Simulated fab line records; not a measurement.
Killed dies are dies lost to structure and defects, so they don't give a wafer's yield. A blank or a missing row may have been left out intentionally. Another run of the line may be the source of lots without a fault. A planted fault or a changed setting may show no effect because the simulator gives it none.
Comparing a struck lot with a sound one | flow berkeley-cmos170 | 26 steps out of a route of 331
Sound: the wafers L282.4, L282.5, L282.6. The struck wafers were L299.1, L299.3, L299.6. Last of all comes the cause.
At each step with rows: each side's tool, then ch and its chambers, then its first start. Under that, the readings that differ: sound wafers | struck wafers | difference of the means | sigmas: that difference in standard deviations of wafers without a fault.
alike: readings whose means differ by less than 2 such deviations, and words and numbers that are the same on both sides. not compared: withheld readings, readings that some wafer has no value for, bounds like >300 that may hide the same value, and numbers for which the record gives no deviation and whose values overlap.
The two part at a step that has a row with sigmas, a row that says differs or no value, or rows on one side only. When numbers do not overlap yet have no deviation, they are printed without sigmas and do not part them. Lack of a reading on every wafer of one side parts them only where that side has two or more wafers.

first, 4 steps without rows for these wafers: UCB170_M2_SOFTBAKE_11 (time 58.46 s); UCB170_M2_EXPOSE_12 (exposes mask METAL2, target cd 700 nm); UCB170_M2_PEB_13; UCB170_M2_DEVELOP_14 (develop time 44.01 s).
UCB170_M2_CD_MEAS_15 targets a cd of 700 nm.
  struck on cd-sem-02, day 12 02:40; sound on cd-sem-02, day 8 02:12
  alike: cd-nm
UCB170_M2_OVL_MEAS_16:
  struck on overlay-02, day 12 02:47; sound on overlay-02, day 8 02:17
  alike: M2_OVL
UCB170_M2_ETCH_17: etches BARC in N2/H2.
  sound on rie-diel-04 ch 2,3, day 8 02:18; struck on rie-diel-04 ch 1,2,3, day 12 02:49
  alike: drypump-motor-current-A, n2-flow-sccm, oes-product-au, throttle-valve-pct
UCB170_M2_METAL_ETCH_18: etches Al in Cl2/BCl3, stops on SiO2, target depth 1170 nm, time 195 s.
  sound on rie-metal-03 ch 0,1, day 8 02:24; struck on rie-metal-03 ch 0,1, day 12 02:52
  alike: drypump-motor-current-A, oes-product-au, throttle-valve-pct
  not compared: rf-hours-counter-h
UCB170_M2_STRIP_19: strips in O2.
  sound on plasma-asher-03 ch 0,1, day 8 02:34; struck on plasma-asher-04 ch 0,1, day 12 03:03
  alike: drypump-motor-current-A, oes-product-au
  not compared: rf-hours-counter-h
UCB170_M2_CD_MEAS_90 targets a cd of 700 nm.
  struck on cd-sem-01, day 12 03:09; sound on cd-sem-02, day 8 02:41
  alike: cd-nm
UCB170_V2_CVD_00: deposits SiO2 from TEOS/O2, target thk 2000 nm, time 250 s.
  sound on pecvd-01 ch 0,1,2, day 8 02:50; struck on pecvd-01 ch 0,1,2, day 12 03:16
  alike: heater-power-w, susceptor-temp-C
UCB170_V2_THK_MEAS_01:
  struck on film-metro-03, day 12 03:25; sound on film-metro-03, day 8 02:56
  alike: V2_TEOS_THK
UCB170_V2_CMP_02: polishes SiO2.
  sound on cmp-02 ch 0,1,2, day 8 03:11; struck on cmp-01 ch 0,2,3, day 12 03:35
  reading                             | sound            | struck         | difference | sigmas
  model.SiO2_of_V2_CVD_00.thk-nm (nm) | 998.5 999.6 1000 | 1340 1339 1358 | +346       |
  alike: head-pressure-psi, motor-current-A, retaining-ring-pressure-frac, slurry-flow-ml-min
UCB170_V2_BOW_MEAS_03:
  struck on film-metro-01, day 12 04:07; sound on film-metro-01, day 8 03:26
  alike: V2_BOW
UCB170_V2_THK_MEAS_04:
  struck on film-metro-01, day 12 04:14; sound on film-metro-01, day 8 03:32
  reading              | sound              | struck               | difference | sigmas
  V2_POLISHED_THK (nm) | 997.7 999.4 1000.8 | 1340.0 1339.3 1358.6 | +346.7     | +99 or more
then, 7 steps without rows for these wafers: UCB170_V2_CLEAN_05 (cleans in DIW); UCB170_V2_HMDS_06 (prime time 60 s); UCB170_V2_COAT_07 (resist thk 900 nm); UCB170_V2_SOFTBAKE_08 (time 60 s); UCB170_V2_EXPOSE_09 (exposes mask VIA2, target cd 700 nm); UCB170_V2_PEB_10; UCB170_V2_DEVELOP_11 (develop time 45 s).
UCB170_V2_CD_MEAS_12 targets a cd of 700 nm.
  struck on cd-sem-02, day 12 05:26; sound on cd-sem-01, day 8 04:56
  alike: cd-nm
UCB170_V2_OVL_MEAS_13:
  struck on overlay-02, day 12 05:34; sound on overlay-02, day 8 05:01
  alike: V2_OVL
UCB170_V2_ETCH_14: etches SiO2 in CHF3/CF4/Ar, stops on Al, target depth 1250 nm, time 291 s.
  sound on rie-diel-03 ch 0,2,3, day 8 05:02; struck on rie-diel-03 ch 0,2,3, day 12 05:36
  reading                        | sound             | struck            | difference | sigmas
  oes-product-au (a.u.)          | 0.887 0.894 0.858 | 1.015 1.019 0.974 | +0.123     | +9
  model.etch.depth-nm (nm)       | 998.5 999.6 1000  | 1241 1262 1225    | +243       |
  model.V2.feature-depth-nm (nm) | 998.5 999.6 1000  | 1241 1262 1225    | +243       |
  alike: drypump-motor-current-A, throttle-valve-pct
  not compared: rf-hours-counter-h
UCB170_V2_STRIP_15: strips in O2.
  sound on plasma-asher-03 ch 0,1, day 8 05:15; struck on plasma-asher-02 ch 0,1, day 12 05:46
  alike: drypump-motor-current-A, oes-product-au, strip-time-to-endpoint-s
  not compared: rf-hours-counter-h

WHERE THEY PART
First at UCB170_V2_THK_MEAS_04; last, within this record, at UCB170_V2_ETCH_14. Later steps at which nothing parts them and some readings are alike: UCB170_V2_STRIP_15.

WHY: what had been put in by the simulator
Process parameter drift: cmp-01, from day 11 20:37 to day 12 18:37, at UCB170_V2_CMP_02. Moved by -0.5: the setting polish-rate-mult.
